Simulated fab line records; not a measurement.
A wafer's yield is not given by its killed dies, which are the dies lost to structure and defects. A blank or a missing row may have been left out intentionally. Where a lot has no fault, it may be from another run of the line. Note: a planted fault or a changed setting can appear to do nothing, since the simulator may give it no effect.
One fault seen from 2 desks + flow berkeleyCmos170 + each desk holds nothing but its own numbers, with what lay behind them at the end

== THE METROLOGY DESK ==
Means of the sampled wafers that have a number, per lot and without regard to the tool the lot ran on: this is what the gauges read. The brackets show how far a lot's mean lies from the usual mean; more than 4 standard deviations puts the lot out of limits, marked OUT.
Columns: A = NLDD_OVL at UCB170_NLDD_OVL_MEAS_07, usual 1 nm
| lot  | first seen here | A  |
|------|-----------------|----|
| L900 | day 7 03:37     | 6  |
| L903 | day 7 17:54     | 8  |
| L902 | day 7 18:11     | -7 |
| L901 | day 7 18:23     | 0  |
| L905 | day 8 06:22     | 3  |
| L907 | day 8 19:29     | -3 |
| L908 | day 9 02:40     | -1 |
| L911 | day 9 07:54     | -8 |
| L909 | day 9 08:11     | 6  |
| L914 | day 10 15:08    | -3 |
| L915 | day 10 15:52    | -2 |
| L919 | day 11 16:34    | -1 |
| L920 | day 12 02:38    | -1 |
| L922 | day 12 19:19    | 0  |
| L921 | day 12 19:26    | 2  |
This desk's verdict: no lot among the 15 shows anything out of limits.

== DESK OF THE TOOL OWNER: rieDiel-04 ==
The tool's own readings at UCB170_SPACER_ETCHBACK_03 (etches SiO2 in CHF3/CF4/Ar, stops on Si, target depth 376 nm, time 100 s): means of the sampled wafers that have a number, for each lot that ran on this tool. The brackets show how far a lot's mean lies from the usual mean; more than 4 standard deviations puts the lot out of limits, marked OUT.
Columns: A = CHF3_flow_sccm at UCB170_SPACER_ETCHBACK_03, usual 49.99 sccm; B = drypumpMotorCurrentA at UCB170_SPACER_ETCHBACK_03, usual 5.6 A; C = oesProductAu at UCB170_SPACER_ETCHBACK_03, usual 0.904 a.u.; D = rfFwdPowerW at UCB170_SPACER_ETCHBACK_03, usual 497.3 W; E = runLengthS at UCB170_SPACER_ETCHBACK_03, usual 128.3 s; F = throttleValvePct at UCB170_SPACER_ETCHBACK_03, usual 6.47 %
| lot  | first seen here | A     | B   | C                | D     | E               | F    |
|------|-----------------|-------|-----|------------------|-------|-----------------|------|
| L902 | day 8 00:44     | 50.12 | 6.0 | 0.913            | 497.1 | 127.8           | 6.36 |
| L911 | day 9 15:55     | 49.92 | 5.5 | 0.912            | 497.5 | 128.0           | 6.29 |
| L914 | day 10 22:49    | 49.95 | 5.8 | 0.997 (+6.2) OUT | -     | 111.2 (-32) OUT | 6.31 |
| L915 | day 10 22:54    | 50.08 | 5.7 | 0.995 (+6.1) OUT | -     | 111.6 (-32) OUT | 6.36 |
| L919 | day 11 22:29    | 49.91 | 6.2 | 0.995 (+6.0) OUT | -     | 111.2 (-32) OUT | 6.43 |
Finding of this desk: L914, L915, L919 out of limits; the first was L914 at day 10 22:49, on oesProductAu at UCB170_SPACER_ETCHBACK_03. L902, L911: within limits.

== PUT TOGETHER ==
On L914, L915, L919, at day 10 22:49, an alarm was possible from the tool owner's desk.
At the metrology desk, nothing out of limits was observed.
The metrology desk holds a record of L914, L915, L919, inside its limits.
On rieDiel-04, each named lot ran UCB170_SPACER_ETCHBACK_03.

== WHAT THE SIMULATOR PUT IN ==
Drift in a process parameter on rieDiel-04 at UCB170_SPACER_ETCHBACK_03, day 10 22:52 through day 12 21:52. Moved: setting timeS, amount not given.
Shown lots that were struck: L914, L915, L919.
